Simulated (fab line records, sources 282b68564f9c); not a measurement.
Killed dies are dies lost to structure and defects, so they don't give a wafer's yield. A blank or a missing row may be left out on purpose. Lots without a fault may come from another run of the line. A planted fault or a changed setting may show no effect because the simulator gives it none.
Split-lot experiment | flow rit_cmos | 5 lots, 23 wafers read, on a route of 202 steps

THE SPLIT
At RIT_NSD_COAT_01 (resist thk 1000 nm), the setting spin_rpm was moved away from the recipe's 3250 rpm on 7 of the 23 wafers read, by -2.9% to +5.6%. The other wafers ran this setting at the recipe's value.

FROM THE SPLIT TO THE READING: what the file shows between them, 3 steps
- RIT_NSD_SOFTBAKE_02: time 60 s
- RIT_NSD_EXPOSE_03: exposes mask M9, target cd 40700 nm
- RIT_NSD_DEVELOP_05: develop time 50 s

THE READING
NOVOLAK_of_NSD_COAT_01.thk_nm (the simulator's own value, which no gauge read), in nm, at RIT_NSD_HARDBAKE_07 (time 60 s). The file gives no usual value for it. The 16 wafers here that ran the recipe average 882.4 nm, standard deviation 1.5 nm.

wafer  | tool, chamber at the split | spin_rpm as run, rpm | against the recipe | NOVOLAK_of_NSD_COAT_01.thk_nm, nm | against lot-mates on the recipe
L076.1 | litho_track-04, 0          | 3250                 | recipe             | 880.3                             | -
L076.3 | litho_track-04, 0          | 3250                 | recipe             | 882.8                             | -
L076.4 | litho_track-04, 0          | 3250                 | recipe             | 882.9                             | -
L076.5 | litho_track-04, 0          | 3250                 | recipe             | 882.1                             | -
L076.6 | litho_track-04, 0          | 3250                 | recipe             | 884.7                             | -
L077.1 | litho_track-02, 0          | 3339                 | +2.7%              | 869.8                             | -11.5
L077.2 | litho_track-02, 0          | 3250                 | recipe             | 880.8                             | -
L077.4 | litho_track-02, 0          | 3250                 | recipe             | 880.7                             | -
L077.5 | litho_track-02, 0          | 3250                 | recipe             | 882.4                             | -
L077.6 | litho_track-02, 0          | 3339                 | +2.7%              | 871.1                             | -10.2
L078.1 | litho_track-03, 0          | 3250                 | recipe             | 880.4                             | -
L078.2 | litho_track-03, 0          | 3156                 | -2.9%              | 894                               | +12.8
L078.3 | litho_track-03, 0          | 3156                 | -2.9%              | 895.7                             | +14.5
L078.4 | litho_track-03, 0          | 3156                 | -2.9%              | 892.8                             | +11.6
L078.5 | litho_track-03, 0          | 3250                 | recipe             | 882                               | -
L081.1 | litho_track-04, 0          | 3250                 | recipe             | 882.4                             | -
L081.2 | litho_track-04, 0          | 3250                 | recipe             | 881.5                             | -
L081.4 | litho_track-04, 0          | 3431                 | +5.6%              | 860.5                             | -21.8
L081.5 | litho_track-04, 0          | 3250                 | recipe             | 883                               | -
L081.6 | litho_track-04, 0          | 3431                 | +5.6%              | 858.9                             | -23.4
L083.1 | litho_track-03, 0          | 3250                 | recipe             | 884.2                             | -
L083.4 | litho_track-03, 0          | 3250                 | recipe             | 883                               | -
L083.6 | litho_track-03, 0          | 3250                 | recipe             | 885.6                             | -

THE FIT
A straight line over all 23 wafers: NOVOLAK_of_NSD_COAT_01.thk_nm changes by -4.11 nm for each +1% of spin_rpm; r = -0.99; the points scatter about the line by 1.4 nm.
The same after taking each lot's own level away (the mean of its wafers on the recipe; 23 wafers): -4.17 nm for each +1%; r = -0.99; scatter 1.1 nm.
On that fit, the largest move of spin_rpm shifts the reading by 23 nm.
The lots' own levels span 881.20 to 884.27 nm, that is 2.1 times the standard deviation above.
So the lot-to-lot level changes the slope little: the two slopes agree.
Check: with one of the wafers moved furthest among these (+5.6%) left out of the fit, the line predicts -23.5 nm for it against its lot-mates. It came out at -21.8 nm against them.

OTHER SPLITS ON THESE WAFERS
These wafers also went through other splits before the reading. Each is held against what the fit with the lots' levels taken away leaves over:
other split on the same wafers    | wafers away from the commonest value | r with NOVOLAK_of_NSD_COAT_01.thk_nm (lot level and that fit taken away)
RIT_ACTIVE_OXIDATION_01 temp_c    | 15                                   | -0.04
RIT_ACTIVE_CVD_03 temp_c          | 18                                   | +0.15
RIT_ACTIVE_ETCH_13 pressure_mtorr | 18                                   | +0.14
RIT_FOX2_OXIDATION_00 ox_time_s   | 15                                   | -0.10
RIT_NWELL_SOFTBAKE_02 temp_c      | 10                                   | -0.11
RIT_NWELL_IMPLANT_08 energy_kev   | 10                                   | +0.03
RIT_GATE_CVD_08 sih4_flow_sccm    | 18                                   | +0.03
RIT_REOX_CLEAN_00 time_s          | 15                                   | +0.15
RIT_NLDD_COAT_01 spin_rpm         | 7                                    | -0.15
RIT_PLDD_IMPLANT_08 energy_kev    | 10                                   | -0.20

THE WHOLE CHAIN: every reading that the file lists as answering this split, in the file's order
step                | what it does       | reading                                                                        | change (the file's fit)              | r (the file's)
RIT_NSD_COAT_01     | resist thk 1000 nm | NOVOLAK_of_NSD_COAT_01.thk_nm (the simulator's own value, which no gauge read) | -4.71 nm for each +1% of the setting | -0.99
RIT_NSD_HARDBAKE_07 | time 60 s          | NOVOLAK_of_NSD_COAT_01.thk_nm (the simulator's own value, which no gauge read) | -4.12 nm for each +1% of the setting | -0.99

THE FILE'S OWN FIT
NOVOLAK_of_NSD_COAT_01.thk_nm changes by -4.12 nm for each +1% of spin_rpm, r = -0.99.
